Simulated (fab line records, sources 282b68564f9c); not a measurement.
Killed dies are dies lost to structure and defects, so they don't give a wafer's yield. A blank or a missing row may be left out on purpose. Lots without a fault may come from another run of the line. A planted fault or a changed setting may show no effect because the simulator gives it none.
fab line records | flow rit_cmos
record lots=6 wafers=18 last_day=7
route steps=202 shown ACTIVE@1 M1@202
lots that met no fault: from a run of the same line without faults
start_h: hours from the record's first day to the start of the lot's first wafer shown | wait_h: hours since the lot's step before | " the same as in the row above | L1.1+2: a row that stands for several wafers | - no value, or no start given | * or withheld: withheld | < > ~ a bound
route shown NAME@n: a module of which the file shows steps, and the number in the route of the first | usual: mean/standard deviation of fault-free wafers | same: alike in all rows | chamber/n: place in a boat | sites: the reading at each site | _std_site: their standard deviation | _edge_site: outer sites' mean less inner sites' | radius_mm: how far each site lies from the wafer's centre | mask NAME#n: copy n | behind: the tool/chamber that last shaped the wafer | hold: why the lot was held/for how many hours/how that ended | device: the transistor (n, p or np) that didn't switch | end of line: the same wafers' tests at the end of the route | a step without rows: its recipe alone | killed: dies lost to structure and defects at the first sort, not the wafer's yield | map: a wafer's dies, x killed, . not, _ none there
set.NAME: the setting as run; set.NAME@STEP: as run at that earlier step | model.NAME: the simulator's own value behind a step, which no gauge read
lots at some steps of the route; a table a step, a row a wafer
services: from which hour (start_h, from the record's first day; less than 0 if before it) a tool's chamber was out of use, for how many hours, and why
## steps
# step RIT_ACTIVE_BOW_MEAS_00
# recipe mode=bow
# usual INCOMING_BOW=-1/6.9
# columns lot.wafer tool chamber start_h wait_h INCOMING_BOW[um]
L323.4 film_metro-02 - 40.06 - 10
L323.5 " - " " 1
L323.6 " - " " -19
L324.1 film_metro-03 - 45.00 - -4
L324.5 " - " " 3
L324.6 " - " " 2
L330.1 film_metro-02 - 75.00 - 3
L330.2 " - " " -9
L330.3 " - " " -1
L335.2 film_metro-03 - 100.02 - -6
L335.5 " - " " 9
L335.6 " - " " -1
L336.3 film_metro-03 - 105.04 - -2
L336.5 " - " " 8
L336.6 " - " " -7
L340.1 film_metro-02 - 125.00 - 6
L340.5 " - " " 0
L340.6 " - " " 3
# step RIT_ACTIVE_OXIDATION_01
# recipe temp_c=1000 ambient=O2 target_thk_a=468 ox_time_s=3360
# step RIT_ACTIVE_THK_MEAS_02
# recipe reads=SiO2_of_ACTIVE_OXIDATION_01
# usual ACTIVE_OXIDE_THK=47.5/0.85
# columns lot.wafer tool chamber start_h wait_h ACTIVE_OXIDE_THK[nm]
L323.4 film_metro-02 - 42.08 0.0 48.6
L323.5 " - " " 48.7
L323.6 " - " " 48.5
L324.1 film_metro-02 - 49.46 0.0 46.8
L324.5 " - " " 45.4
L324.6 " - " " 46.8
L330.1 film_metro-02 - 77.81 0.0 46.2
L330.2 " - " " 46.7
L330.3 " - " " 46.5
L335.2 film_metro-02 - 102.06 0.0 48.1
L335.5 " - " " 47.8
L335.6 " - " " 47.9
L336.3 film_metro-02 - 107.07 0.0 47.7
L336.5 " - " " 48.4
L336.6 " - " " 46.9
L340.1 film_metro-02 - 127.05 0.0 47.5
L340.5 " - " " 48.0
L340.6 " - " " 47.2
# step RIT_ACTIVE_CVD_03
# recipe material=Si3N4 target_thk_nm=150 temp_c=810 precursor=SiH2Cl2/NH3 time_s=1500 pressure_mtorr=300 sih2cl2_flow_sccm=60 nh3_flow_sccm=150
# step RIT_ACTIVE_THK_MEAS_04
# recipe reads=Si3N4_of_ACTIVE_CVD_03
# usual ACTIVE_NITRIDE_THK=150.2/1.3
# columns lot.wafer tool chamber start_h wait_h ACTIVE_NITRIDE_THK[nm]
L323.4 film_metro-03 - 43.56 0.0 150.3
L323.5 " - " " 150.0
L323.6 " - " " 150.0
L324.1 film_metro-02 - 50.94 0.0 151.1
L324.5 " - " " 149.1
L324.6 " - " " 151.3
L330.1 film_metro-03 - 79.29 0.0 150.8
L330.2 " - " " 150.4
L330.3 " - " " 151.2
L335.2 film_metro-03 - 103.54 0.0 151.0
L335.5 " - " " 151.4
L335.6 " - " " 152.2
L336.3 film_metro-04 - 108.55 0.0 150.4
L336.5 " - " " 149.4
L336.6 " - " " 149.3
L340.1 film_metro-04 - 128.53 0.0 149.4
L340.5 " - " " 149.2
L340.6 " - " " 148.0
# step RIT_ACTIVE_HMDS_05
# recipe prime_time_s=60 prime_temp_c=140
# step RIT_ACTIVE_COAT_06
# recipe resist=NOVOLAK spin_rpm=3303 resist_thk_nm=1000
# columns lot.wafer tool chamber start_h wait_h model.NOVOLAK_of_ACTIVE_COAT_06.thk_nm
L323.4+6 litho_track-04 0 43.81 0.1 996.7
L323.5 " 0 " " 996
L324.1 litho_track-01 0 51.26 0.1 989.7
L324.5 " 0 " " 987.5
L324.6 " 0 " " 986.6
L330.1 litho_track-02 0 79.50 0.1 992.7
L330.2 " 0 " " 992.1
L330.3 " 0 " " 991.6
L335.2 litho_track-01 0 103.89 0.1 475.8
L335.5 " 0 " " 475.4
L335.6 " 0 " " 476.2
L336.3 litho_track-01 0 108.79 0.1 476.1
L336.5 " 0 " " 475.5
L336.6 " 0 " " 475.3
L340.1 litho_track-04 0 128.74 0.1 999.3
L340.5 " 0 " " 998.4
L340.6 " 0 " " 998.9
# step RIT_ACTIVE_SOFTBAKE_07
# recipe resist=NOVOLAK temp_c=90 time_s=60
# step RIT_ACTIVE_EXPOSE_08
# recipe mask_id=M1 na=0.6 source_shape=conventional sigma_outer=0.6 target_cd_nm=1400 dose_mj=225
# step RIT_ACTIVE_PEB_09
# recipe resist=NOVOLAK temp_c=withheld time_s=withheld
# step RIT_ACTIVE_DEVELOP_10
# recipe resist=NOVOLAK develop_time_s=50 dev_temp_c=22.21
# columns lot.wafer tool chamber start_h wait_h model.ACTIVE.cd_nm
L323.4 litho_track-02 0 - - 1400
L323.5+6 " 0 " " 1399
L324.1 litho_track-02 0 - - 1400
L324.5 " 0 " " 1398
L324.6 " 0 " " 1399
L330.1+2 litho_track-02 0 - - 1395
L330.3 " 0 " " 1396
L335.2 litho_track-02 0 - - 1330
L335.5 " 0 " " 1332
L335.6 " 0 " " 1331
L336.3+5 litho_track-01 0 - - 1347
L336.6 " 0 " " 1346
L340.1 litho_track-01 0 - - 1398
L340.5+6 " 0 " " 1400
# step RIT_ACTIVE_CD_MEAS_11
# recipe target_cd_nm=1400
# usual cd_nm=1399.4/2.3
# columns lot.wafer tool chamber start_h wait_h cd_nm
L323.4 cd_sem-01 - 44.62 - 1400.7
L323.5 " - " " 1398.4
L323.6 " - " " 1399.0
L324.1 cd_sem-02 - 52.23 - 1400.5
L324.5 " - " " 1398.4
L324.6 " - " " 1399.3
L330.1 cd_sem-01 - 80.20 - 1395.5
L330.2 " - " " 1395.1
L330.3 " - " " 1396.7
L335.2 cd_sem-02 - 104.76 - 1330.1
L335.5 " - " " 1332.6
L335.6 " - " " 1331.0
L336.3 cd_sem-02 - 109.48 - 1346.3
L336.5 " - " " 1347.6
L336.6 " - " " 1346.0
L340.1 cd_sem-02 - 129.44 - 1398.1
L340.5 " - " " 1400.1
L340.6 " - " " 1400.0
# step RIT_ACTIVE_HARDBAKE_12
# recipe resist=NOVOLAK temp_c=140 time_s=60
# step RIT_ACTIVE_ETCH_13
# recipe stop_on=SiO2 chemistry=SF6 target=Si3N4 time_s=210 over_etch_frac=0.4 SF6_flow_sccm=200 pressure_mtorr=260 rf_w=125 target_depth_a=2100
# usual drypump_motor_current_A=5.8/0.42 oes_product_au=0.817/0.014 throttle_valve_pct=7.58/0.14
# columns lot.wafer tool chamber start_h wait_h drypump_motor_current_A oes_product_au rf_hours_counter_h throttle_valve_pct model.NOVOLAK_of_ACTIVE_COAT_06.thk_nm model.ACTIVE.cd_nm
L323.4 rie_diel-04 3 44.83 0.1 5.4 0.823 57 7.72 651.1 1400
L323.5 " 0 " " 6.2 0.820 - 7.70 640.2 1399
L323.6 " 3 " " 5.4 0.817 - 7.72 651.3 1399
L324.1 rie_diel-04 0 52.50 0.1 6.2 0.816 2 7.71 635.4 1400
L324.5 " 0 " " 6.2 0.821 - 7.71 633.1 1398
L324.6 " 3 " " 5.5 0.814 - 7.72 645 1399
L330.1 rie_diel-03 3 80.47 0.1 5.2 0.791 127 7.71 649.6 1395
L330.2 " 2 " " 5.3 0.822 11 7.51 654.5 1395
L330.3 " 0 " " 5.6 0.826 3 7.60 647.1 1396
L335.2 rie_diel-04 3 105.01 0.1 5.4 0.825 58 7.70 195.3 1330
L335.5 " 0 " " 6.2 0.815 - 7.71 183.6 1332
L335.6 " 3 " " 5.4 0.824 - 7.71 195.1 1331
L336.3 rie_diel-02 2 109.71 0.1 6.3 0.800 20 7.30 190.5 1347
L336.5 " 2 " " 6.3 0.795 - 7.30 189.9 1347
L336.6 " 3 " " 6.2 0.819 - 7.48 193.8 1346
L340.1 rie_diel-02 3 129.71 0.1 6.2 0.819 46 7.50 653.3 1398
L340.5 " 1 " " 5.6 0.821 - 7.60 662.2 1400
L340.6 " 2 " " 6.3 0.780 - 7.31 649.2 1400
# step RIT_ACTIVE_STRIP_14
# recipe chemistry=O2 time_s=180 resist=NOVOLAK platen_temp_c=withheld power_w=500 pressure_mtorr=4000 o2_flow_sccm=4000
# usual drypump_motor_current_A=5.6/0.51
# columns lot.wafer tool chamber start_h wait_h drypump_motor_current_A rf_hours_counter_h
L323.4 plasma_asher-03 0 45.03 0.1 5.2 -
L323.5 " 0 " " 5.1 -
L323.6 " 1 " " 6.0 -
L324.1 plasma_asher-02 1 52.63 0.1 4.9 34
L324.5 " 0 " " 6.3 -
L324.6 " 1 " " 4.9 -
L330.1 plasma_asher-03 0 80.60 0.1 5.1 46
L330.2 " 1 " " 6.1 46
L330.3 " 0 " " 5.2 -
L335.2 plasma_asher-02 0 105.15 0.1 6.3 40
L335.5 " 1 " " 4.9 -
L335.6 " 0 " " 6.3 -
L336.3 plasma_asher-03 1 109.90 0.1 6.0 -
L336.5 " 0 " " 5.2 -
L336.6 " 1 " " 6.1 -
L340.1 plasma_asher-01 1 129.84 0.1 5.6 50
L340.5 " 1 " " 5.6 -
L340.6 " 0 " " 5.6 -
# step RIT_M1_PROBE_99
# usual killed_at_contacts=0.1/0.27 killed_at_front_end=7.2/2.9 killed_dies=7.3/2.9 killed_open=3.6/1.9 killed_short=3.8/1.9
# same gross_dies=264 killed_at_M0_to_M3=0 killed_at_M4_up=0 killed_at_back_side=0 killed_at_other=0
# columns lot.wafer tool chamber start_h wait_h killed_at_contacts killed_at_front_end killed_dies killed_open killed_short model.etest.pplus_sal.width_nm model.etest.nplus_sal.width_nm model.etest.pldd.width_nm model.etest.nldd.width_nm model.etest.nmos_narrow.drive_ua_um model.etest.pmos_narrow.drive_ua_um model.etest.field_p.vt_v
L323.4 prober-01 - 88.38 0.2 0 10 10 5 5 3446 3443 3153 3179 223.5 101 -12.3
L323.5 prober-01 - 88.43 0.2 1 8 9 4 5 3436 3431 3159 3164 225.3 102.1 -12.23
L323.6 prober-01 - 88.48 0.2 0 3 3 0 3 3442 3441 3159 3159 219.4 99.07 -12.22
L324.1 prober-02 - 96.72 0.1 0 8 8 6 2 3438 3445 3194 3201 231.4 101.7 -12.21
L324.5 prober-02 - 96.92 0.2 0 7 7 4 3 3454 3452 3207 3196 243.9 107.5 -12.25
L324.6 prober-02 - 96.97 0.2 0 18 18 8 10 3429 3456 3190 3186 235.1 101.1 -12.19
L330.1 prober-02 - 122.80 0.1 0 6 6 5 1 3459 3465 3172 3160 239.1 103.8 -12.53
L330.2 prober-02 - 122.85 0.1 0 6 6 3 3 3425 3426 3133 3137 234 100.6 -12.46
L330.3 prober-02 - 122.90 0.2 0 5 5 1 4 3433 3423 3158 3147 232.3 101 -12.58
L335.2 prober-01 - 147.27 0.1 0 2 2 0 2 3339 3370 3063 3071 209.6 95.19 -12.33
L335.5 prober-01 - 147.42 0.2 0 7 7 4 3 3347 3336 3080 3069 211.4 97.56 -12.22
L335.6 prober-01 - 147.47 0.2 0 5 5 1 4 3365 3351 3070 3060 208.6 95.22 -12.34
L336.3 prober-02 - 152.56 0.2 0 8 8 3 5 3378 3379 3096 3104 222.7 101.5 -12.2
L336.5 prober-02 - 152.66 0.2 0 5 5 2 3 3357 3358 3104 3095 222.1 100.2 -12.18
L336.6 prober-02 - 152.71 0.2 0 10 10 6 4 3396 3382 3104 3102 223.2 101.1 -12.28
L340.1 prober-02 - 174.74 0.1 0 9 9 6 3 3439 3418 3166 3170 237.3 112.3 -12.16
L340.5 prober-02 - 174.94 0.2 0 8 8 2 6 3462 3421 3194 3180 240.3 111.1 -12.16
L340.6 prober-02 - 174.99 0.2 0 6 6 2 4 3441 3445 3175 3156 228.5 107.3 -12.2
# killed by level:class
L323.4 GATE:geometric_particle:short=2 GATE:geometric_particle:open=2 REOX:geometric_particle:open=2 FOX1:geometric_particle:open=1 FOX1:geometric_particle:short=1 REOX:geometric_particle:short=1 SPACER:geometric_particle:short=1
L323.5 GATE:geometric_particle:short=4 REOX:geometric_particle:open=2 GATE:geometric_particle:open=1 SILICIDE:geometric_particle:open=1 CONTACT:geometric_particle:short=1
L323.6 FOX1:geometric_particle:short=1 FOX2:geometric_particle:short=1 SILICIDE:geometric_particle:short=1
L324.1 GATE:geometric_particle:open=3 GATE:geometric_particle:short=2 FOX1:geometric_particle:open=1 REOX:geometric_particle:open=1 SPACER:geometric_particle:open=1
L324.5 SILICIDE:geometric_particle:open=3 GATE:geometric_particle:short=2 FOX1:geometric_particle:short=1 REOX:geometric_particle:open=1
L324.6 GATE:geometric_particle:open=7 FOX1:geometric_particle:short=3 GATE:geometric_particle:short=3 SILICIDE:geometric_particle:short=2 FOX2:geometric_particle:short=1 REOX:geometric_particle:short=1 REOX:geometric_particle:open=1
L330.1 GATE:geometric_particle:open=4 FOX1:geometric_particle:open=1 SPACER:geometric_particle:short=1
L330.2 GATE:geometric_particle:open=2 FOX2:geometric_particle:short=1 GATE:geometric_particle:short=1 REOX:geometric_particle:short=1 SILICIDE:geometric_particle:open=1
L330.3 GATE:geometric_particle:short=3 GATE:geometric_particle:open=1 SILICIDE:geometric_particle:short=1
L335.2 FOX2:geometric_particle:short=1 SILICIDE:geometric_particle:short=1
L335.5 GATE:geometric_particle:open=2 FOX1:geometric_particle:open=1 FOX1:geometric_particle:short=1 GATE:geometric_particle:short=1 REOX:geometric_particle:short=1 SPACER:geometric_particle:open=1
L335.6 FOX1:geometric_particle:short=1 REOX:geometric_particle:open=1 REOX:geometric_particle:short=1 SPACER:geometric_particle:short=1 SILICIDE:geometric_particle:short=1
L336.3 REOX:geometric_particle:short=3 FOX2:geometric_particle:short=2 FOX2:geometric_particle:open=2 SILICIDE:geometric_particle:open=1
L336.5 REOX:geometric_particle:short=3 GATE:geometric_particle:open=1 REOX:geometric_particle:open=1
L336.6 GATE:geometric_particle:open=3 GATE:geometric_particle:short=2 FOX1:geometric_particle:open=1 FOX2:geometric_particle:short=1 FOX2:geometric_particle:open=1 SPACER:geometric_particle:open=1 SPACER:geometric_particle:short=1
L340.1 GATE:geometric_particle:open=3 REOX:geometric_particle:open=2 FOX1:geometric_particle:short=1 FOX2:geometric_particle:short=1 FOX2:geometric_particle:open=1 SPACER:geometric_particle:short=1
L340.5 GATE:geometric_particle:short=4 SPACER:geometric_particle:open=1 SPACER:geometric_particle:short=1 SILICIDE:geometric_particle:short=1 SILICIDE:geometric_particle:open=1
L340.6 SILICIDE:geometric_particle:short=2 ACTIVE:geometric_particle:open=1 FOX1:geometric_particle:short=1 GATE:geometric_particle:open=1 GATE:geometric_particle:short=1
## services
# columns tool chamber start_h hours kind
plasma_asher-01 - 27.66 2.8 pm
plasma_asher-01 - 31.34 1.6 repair
rie_diel-02 0 32.96 7.6 repair
rie_diel-02 2 47.53 3.1 repair
rie_diel-02 0 54.83 2.9 repair
rie_diel-03 1 76.94 5.7 repair
plasma_asher-01 - 83.32 14.6 pm
rie_diel-02 1 86.78 10.0 repair
rie_diel-02 3 92.04 7.8 repair
plasma_asher-02 - 108.75 9.0 pm
plasma_asher-02 0 108.75 9.0 vent_cycle
plasma_asher-02 1 108.75 9.0 vent_cycle
rie_diel-04 3 109.86 1.9 repair
rie_diel-03 2 116.15 2.5 repair
plasma_asher-02 - 117.75 2.8 pm
plasma_asher-02 0 117.75 - clean
plasma_asher-02 1 117.75 - clean
rie_diel-03 - 120.86 4.3 pm
## key
first_sign step=RIT_ACTIVE_CD_MEAS_11 reading=cd_nm direction=down sigmas=26 usual=1399.4 struck=1339.0 through=control_loop
effect none on later readings
model_effect step=RIT_ACTIVE_COAT_06 value=NOVOLAK_of_ACTIVE_COAT_06.thk_nm without=991.1 struck=475.7
model_effect step=RIT_ACTIVE_DEVELOP_10 value=ACTIVE.cd_nm without=1402 struck=1339
model_effect step=RIT_ACTIVE_ETCH_13 value=NOVOLAK_of_ACTIVE_COAT_06.thk_nm without=642.9 struck=191.4
model_effect step=RIT_M1_PROBE_99 value=etest.pplus_sal.width_nm without=3426 struck=3364
met_at RIT_ACTIVE_COAT_06
struck_wafers L335.2,L335.5,L335.6,L336.3,L336.5,L336.6
tester_left_out L335,L336
loop_trim step=RIT_ACTIVE_EXPOSE_08 setting=dose lots=L336
onset_between 51.26 103.89
fault kind=process_parameter_drift tool=litho_track-01 chamber=- onset_h=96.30 steps=RIT_ACTIVE_COAT_06 channel=resist_thk_nm offset=-520 shape=step end_h=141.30 acts_in=these_recipes_only stated=1000
# tester_left_out: of these lots the tester's yield and bins aren't shown, on N5 and GAA mostly nor the transistor test; their killed dies are dies lost to structure and defects alone, not to doping, threshold or leakage, so they don't give the yield
# loop_trim: a control loop set the setting to another value than it would have without faults
